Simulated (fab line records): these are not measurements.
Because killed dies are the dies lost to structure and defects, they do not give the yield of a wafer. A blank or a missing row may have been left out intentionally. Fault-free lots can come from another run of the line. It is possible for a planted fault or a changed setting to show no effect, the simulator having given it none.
A struck lot beside a sound one	flow ritCmos	20 steps out of a route of 202
Sound: wafers L740.2, L740.4, L740.6. The struck wafers were L747.2, L747.4, L747.6. The cause is named last.
For every step that has rows: the tool of each side, followed by ch and its chambers, followed by its first start. Under that, the readings that differ: sound wafers	struck wafers	difference of the means	sigmas: that difference in standard deviations of wafers without a fault.
alike: readings whose means differ by less than 2 such deviations, and words and numbers that are the same on both sides. not compared: withheld readings, readings that some wafer has no value for, bounds like >300 that may hide the same value, and numbers for which the record gives no deviation and whose values overlap.
A row with sigmas, a row that says differs or no value, or rows on one side alone: a step with any of these is where the two part. When numbers do not overlap yet have no deviation, they are printed without sigmas and do not part them. Lack of a reading on every wafer of one side parts them only where that side has two or more wafers.

first, 2 steps without rows for these wafers: RIT_NWELL_HARDBAKE_07 (time 120 s); RIT_NWELL_IMPLANT_08.
RIT_NWELL_STRIP_09: strips in O2, time 180 s.
  sound on plasmaAsher-03 ch 0,1, day 3 14:23; struck on plasmaAsher-02 ch 0,1, day 5 00:47
  alike: chamberPressureMTorr, drypumpMotorCurrentA
  not compared: rfHoursCounterH
RIT_NWELL_TW_MEAS_10:
  sound on filmMetro-02, day 3 14:35; struck on filmMetro-04, day 5 00:58
  alike: NWELL_TW
then, 6 steps without rows for these wafers: RIT_PWELL_HMDS_00 (prime time 60 s); RIT_PWELL_COAT_01 (resist thk 1300 nm); RIT_PWELL_SOFTBAKE_02 (time 60 s); RIT_PWELL_EXPOSE_03 (exposes mask M3, target cd 43700 nm); RIT_PWELL_PEB_04; RIT_PWELL_DEVELOP_05 (develop time 68 s).
RIT_PWELL_OVL_MEAS_06:
  sound on overlay-01, day 3 15:38; struck on overlay-01, day 5 02:15
  alike: PWELL_OVL
then, 1 step without rows for these wafers: RIT_PWELL_HARDBAKE_07 (time 120 s).
RIT_PWELL_IMPLANT_08:
  sound on implanter-03 ch 0, day 3 15:56; struck on implanter-03 ch 0, day 5 02:34
reading	sound	struck	difference	sigmas
beamEnergyKeV	170.01 170.02 170.05	221.04 220.99 221.00	+50.98	+99 or more
model.implant.rpNm (nm)	488.7 488.7 488.7	576.4 576.4 576.4	+87.7	
model.implant.drpNm (nm)	102.9 102.9 102.9	111.6 111.6 111.6	+8.7	
RIT_PWELL_STRIP_09: strips in O2, time 180 s.
  sound on plasmaAsher-02 ch 0,1, day 3 16:04; struck on plasmaAsher-03 ch 0,1, day 5 02:41
  alike: chamberPressureMTorr, drypumpMotorCurrentA
  not compared: rfHoursCounterH
RIT_PWELL_TW_MEAS_10:
  sound on filmMetro-02, day 3 16:15; struck on filmMetro-04, day 5 02:52
  alike: PWELL_TW
then, 1 step without rows for these wafers: RIT_WELLDRIVE_ANNEAL_00 (time 14700 s).
RIT_WELLDRIVE_RS_MEAS_01: the measuring method here is four-point-probe.
  sound on filmMetro-04, day 3 21:26; struck on filmMetro-04, day 5 08:01
  alike: NWELL_RS
RIT_WELLDRIVE_RS_MEAS_02: the measuring method here is four-point-probe.
  sound on filmMetro-04, day 3 21:33; struck on filmMetro-04, day 5 08:08
reading	sound	struck	difference	sigmas
PWELL_RS (ohm/sq)	428.8 427.2 428.4	418.2 418.1 417.3	-10.3	-10
then, 1 step without rows for these wafers: RIT_NRETRO_HMDS_00 (prime time 60 s).
RIT_M1_PROBE_99:
  sound on prober-01, day 5 02:33; struck on prober-02, day 6 13:52
reading	sound	struck	difference	sigmas
model.etest.nmosTurned.driveUaUm	305 308.5 311.5	344.1 356.6 356.6	+44.1	
model.etest.nmos_0p15.driveUaUm	457.5 452.7 455.2	502 513.6 519.6	+57	
model.etest.nmos_0p3.driveUaUm	222.5 218.6 217.4	243.2 250.4 244.5	+26.5	
model.etest.nmosNarrow.driveUaUm	221.8 222.1 216.8	243.2 249.2 244	+25.2	
model.etest.pwell.rsOhmSq	416.6 411.3 412.2	401.1 403.4 406.8	-9.6	
model.etest.fieldN.vtV (V)	34.36 34.39 33.88	33.1 32.54 33.51	-1.2	
  alike: killed_at_M0_to_M3, killedAtFrontEnd, killedDies, killedOpen, killedShort
  not compared: model.etest.nmos_0p3.rOnOhmUm, model.etest.pwellPinched.rsOhmSq

== WHERE THEY PART ==
First at RIT_PWELL_IMPLANT_08; last, within this record, at RIT_WELLDRIVE_RS_MEAS_02. Later steps at which nothing parts them and some readings are alike: RIT_M1_PROBE_99.

WHY: what had been put in by the simulator
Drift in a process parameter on implanter-03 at RIT_PWELL_IMPLANT_08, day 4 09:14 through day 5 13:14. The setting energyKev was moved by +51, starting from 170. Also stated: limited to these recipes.
